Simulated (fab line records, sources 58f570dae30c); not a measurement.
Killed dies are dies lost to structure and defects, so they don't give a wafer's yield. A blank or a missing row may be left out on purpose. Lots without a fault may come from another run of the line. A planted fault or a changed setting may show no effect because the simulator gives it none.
Which tool did it? | flow berkeley_cmos170 | 15 lots, 45 wafers sampled, at 3 steps of a route of 331

WHAT THE GAUGES READ, wafer by wafer
UCB170_SDANNEAL_RS_MEAS_02: measures by four-point-probe. Usual: PSD_RS 75.59 ohm/sq, standard deviation 0.28.
lot  | measured     | on            | PSD_RS (ohm/sq)   | flag
L734 | day 8 13:17  | film_metro-01 | 75.40 75.82 75.79 |
L735 | day 8 17:31  | film_metro-01 | 75.38 75.44 75.32 |
L739 | day 9 03:44  | film_metro-02 | 75.92 76.09 76.19 |
L738 | day 9 04:14  | film_metro-03 | 75.80 75.71 75.85 |
L743 | day 10 01:28 | film_metro-01 | 75.69 75.55 75.55 |
L741 | day 10 01:58 | film_metro-01 | 75.34 75.40 75.25 |
L740 | day 10 02:17 | film_metro-03 | 76.21 75.85 76.08 |
L744 | day 10 02:27 | film_metro-01 | 75.47 75.68 75.28 |
L749 | day 11 07:52 | film_metro-01 | 75.35 75.62 75.78 |
L751 | day 11 08:18 | film_metro-02 | 75.92 75.43 75.86 |
L752 | day 11 19:01 | film_metro-03 | 75.28 75.61 75.71 |
L753 | day 11 19:26 | film_metro-02 | 75.90 75.82 75.79 |
L755 | day 12 09:37 | film_metro-01 | 75.67 75.94 75.26 |
L756 | day 12 09:58 | film_metro-02 | 75.64 75.23 75.50 |
L757 | day 12 21:09 | film_metro-02 | 75.50 75.51 75.54 |

UCB170_CONTACT_THK_MEAS_02. Usual: CONTACT_PSG_THK 699 nm, standard deviation 7.6.
lot  | measured     | on            | CONTACT_PSG_THK (nm) | flag
L734 | day 8 16:32  | film_metro-03 | 704 707 705          |
L735 | day 8 20:19  | film_metro-04 | 701 710 705          |
L739 | day 9 06:31  | film_metro-03 | 702 699 705          |
L738 | day 9 07:35  | film_metro-03 | 707 709 712          |
L743 | day 10 04:19 | film_metro-02 | 684 689 686          |
L741 | day 10 06:07 | film_metro-02 | 695 699 702          |
L740 | day 10 06:11 | film_metro-02 | 700 704 698          |
L744 | day 10 06:07 | film_metro-03 | 705 704 705          |
L749 | day 11 10:40 | film_metro-02 | 706 705 699          |
L751 | day 11 12:31 | film_metro-03 | 697 700 702          |
L752 | day 11 21:49 | film_metro-02 | 697 700 694          |
L753 | day 11 23:49 | film_metro-03 | 707 707 705          |
L755 | day 12 12:30 | film_metro-03 | 685 686 690          |
L756 | day 12 14:17 | film_metro-03 | 710 707 705          |
L757 | day 12 23:57 | film_metro-02 | 687 685 685          |

WHICH TOOL RAN EACH LOT (tool, then ch and the chambers of the sampled wafers, then the start)
lot  | UCB170_BACKSIDE_STRIP_03
L734 | plasma_asher-04 ch 0,1, day 8 12:47
L735 | plasma_asher-01 ch 0,1, day 8 17:04
L739 | plasma_asher-01 ch 0,1, day 9 03:18
L738 | plasma_asher-02 ch 0,1, day 9 03:43
L743 | plasma_asher-04 ch 0,1, day 10 00:56
L741 | plasma_asher-01 ch 1, day 10 01:23
L740 | plasma_asher-04 ch 0,1, day 10 01:52
L744 | plasma_asher-02 ch 0, day 10 02:01
L749 | plasma_asher-02 ch 0,1, day 11 07:28
L751 | plasma_asher-02 ch 0,1, day 11 07:50
L752 | plasma_asher-02 ch 1, day 11 18:33
L753 | plasma_asher-04 ch 0,1, day 11 19:01
L755 | plasma_asher-01 ch 0,1, day 12 09:12
L756 | plasma_asher-04 ch 0,1, day 12 09:34
L757 | plasma_asher-02 ch 0,1, day 12 20:44
- UCB170_BACKSIDE_STRIP_03: strips in O2.

WHAT THE TOOLS THEMSELVES READ (means of the sampled wafers that have a number; where no wafer has one, the mark that the record gives instead)
UCB170_BACKSIDE_STRIP_03. Usual: drypump_motor_current_A 6.0 A, standard deviation 0.42; oes_product_au 0.735 a.u., standard deviation 0.0048; strip_time_to_endpoint_s 21.99 s, standard deviation 0.064.
lot  | tool            | drypump_motor_current_A (A) | oes_product_au (a.u.) | strip_time_to_endpoint_s (s) | flag
L734 | plasma_asher-04 | 5.4                         | 0.733                 | 22.00                        |
L735 | plasma_asher-01 | 5.9                         | 0.737                 | 21.93                        |
L739 | plasma_asher-01 | 6.1                         | 0.734                 | 22.00                        |
L738 | plasma_asher-02 | 6.3                         | 0.729                 | 21.94                        |
L743 | plasma_asher-04 | 5.4                         | 0.739                 | 22.00                        |
L741 | plasma_asher-01 | 6.4                         | 0.739                 | 21.92                        |
L740 | plasma_asher-04 | 5.4                         | 0.731                 | 21.91                        |
L744 | plasma_asher-02 | 6.4                         | 0.739                 | 22.00                        |
L749 | plasma_asher-02 | 6.2                         | 0.734                 | 22.07                        |
L751 | plasma_asher-02 | 6.1                         | 0.734                 | 21.97                        |
L752 | plasma_asher-02 | 6.1                         | 0.736                 | 21.95                        |
L753 | plasma_asher-04 | 5.3                         | 0.736                 | 21.95                        |
L755 | plasma_asher-01 | 6.1                         | 0.735                 | 21.99                        |
L756 | plasma_asher-04 | 5.4                         | 0.734                 | 21.91                        |
L757 | plasma_asher-02 | 6.2                         | 0.735                 | 21.98                        |

THE ANSWER, worked out from the rows above alone
Rule: a lot is off if the mean of its wafers that have a number lies more than 3 standard deviations from the usual mean. A lot without any number at a reading at which 4 lots or more have one is off too. The other lots that the step has rows for count as sound. The gauges are gone through in route order, then the tools' own readings, and for those a lot's mean is taken as printed above. The first step at which some lot is off is used, and at that step the reading that is off furthest; a lot without a number counts as furthest.
No lot is off at any reading shown: from this, nothing can be told.

WHAT THE SIMULATOR HAD PUT IN
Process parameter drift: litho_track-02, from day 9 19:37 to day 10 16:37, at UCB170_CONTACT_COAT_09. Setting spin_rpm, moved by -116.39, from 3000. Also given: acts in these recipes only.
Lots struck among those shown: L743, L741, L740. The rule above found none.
